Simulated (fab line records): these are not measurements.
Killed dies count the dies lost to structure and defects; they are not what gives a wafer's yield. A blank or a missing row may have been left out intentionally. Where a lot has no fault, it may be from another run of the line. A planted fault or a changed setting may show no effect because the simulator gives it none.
Struck lot and sound lot, side by side / flow rit cmos / 26 steps out of a route of 202
Sound: these wafers, L394.1, L394.4, L394.5. Wafers struck: L381.4, L381.5, L381.6. The cause is named last.
Order at every step that has rows: each side's tool, ch and its chambers, its first start. Under that, the readings that differ: sound wafers / struck wafers / difference of the means / sigmas: that difference in standard deviations of wafers without a fault.
alike: words and numbers the same on both sides, and readings whose means are apart by under 2 such deviations; not compared: readings that were withheld, readings missing a value for some wafer, numbers with overlapping values and no deviation given by the record, and bounds like >300 which may hide the same value.
The two part at a step that has a row with sigmas, a row that says differs or no value, or rows on one side only. Non-overlapping numbers with no deviation appear without sigmas and do not part them. Lack of a reading on every wafer of one side parts them only where that side has two or more wafers.

first, 2 steps without rows for these wafers: RIT_FOX2_CLEAN_02 (cleans in dHF, time 180 s); RIT_FOX2_WET_ETCH_03 (etches Si3N4 in H3PO4, target depth 195 nm, time 2700 s).
RIT_FOX2_THK_MEAS_90:
  sound on film metro-03, day 6 13:11; struck on film metro-02, day 3 17:36
  alike: FIELD_OXIDE_LEFT_1_THK
then, 6 steps without rows for these wafers: RIT_NWELL_HMDS_00 (prime time 60 s); RIT_NWELL_COAT_01 (resist thk 1300 nm); RIT_NWELL_SOFTBAKE_02 (time 60 s); RIT_NWELL_EXPOSE_03 (exposes mask M2, target cd 43900 nm); RIT_NWELL_PEB_04; RIT_NWELL_DEVELOP_05 (develop time 68 s).
RIT_NWELL_OVL_MEAS_06:
  sound on overlay-02, day 6 14:07; struck on overlay-02, day 3 18:32
  alike: NWELL_OVL
then, 2 steps without rows for these wafers: RIT_NWELL_HARDBAKE_07 (time 120 s); RIT_NWELL_IMPLANT_08.
RIT_NWELL_STRIP_09: strips in O2, time 180 s.
  sound on plasma asher-04 ch 0,1, day 6 14:34; struck on plasma asher-01 ch 0,1, day 3 19:07
  no value came back on the struck wafers for chamber pressure mTorr (mTorr), drypump motor current A (A), time s (s); on the sound wafers chamber pressure mTorr (mTorr) reads 4002 3999 3995
reading=model.NOVOLAK_of_NWELL_COAT_01.thk nm (nm); sound=0 0 0; struck=1133 1132 1133; difference=+1133; sigmas=
  not compared: rf hours counter h
RIT_NWELL_TW_MEAS_10:
  sound on film metro-04, day 6 14:44; struck on film metro-03, day 3 19:16
  alike: NWELL_TW
then, 6 steps without rows for these wafers: RIT_PWELL_HMDS_00 (prime time 60 s); RIT_PWELL_COAT_01 (resist thk 1300 nm); RIT_PWELL_SOFTBAKE_02 (time 60 s); RIT_PWELL_EXPOSE_03 (exposes mask M3, target cd 43700 nm); RIT_PWELL_PEB_04; RIT_PWELL_DEVELOP_05 (develop time 68 s).
RIT_PWELL_OVL_MEAS_06:
  sound on overlay-01, day 6 15:48; struck on overlay-01, day 3 20:11
  alike: PWELL_OVL
then, 2 steps without rows for these wafers: RIT_PWELL_HARDBAKE_07 (time 120 s); RIT_PWELL_IMPLANT_08.
RIT_PWELL_STRIP_09: strips in O2, time 180 s.
  sound on plasma asher-03 ch 0, day 6 16:14; struck on plasma asher-03 ch 0,1, day 3 20:40
  alike: chamber pressure mTorr, drypump motor current A
  not compared: rf hours counter h
RIT_PWELL_TW_MEAS_10:
  sound on film metro-01, day 6 16:25; struck on film metro-04, day 3 20:49
reading=PWELL_TW; sound=965 973 965; struck=30 30 30; difference=-938; sigmas=-99 or more
then, 1 step without rows for these wafers: RIT_WELLDRIVE_ANNEAL_00 (time 14700 s).

## WHERE THEY PART
At RIT_NWELL_STRIP_09 first; at RIT_PWELL_TW_MEAS_10 last (within this record only).

WHY: the cause the simulator had injected
Beginning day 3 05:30, the whole step at RIT_NWELL_STRIP_09 was skipped on plasma asher-01. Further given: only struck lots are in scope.
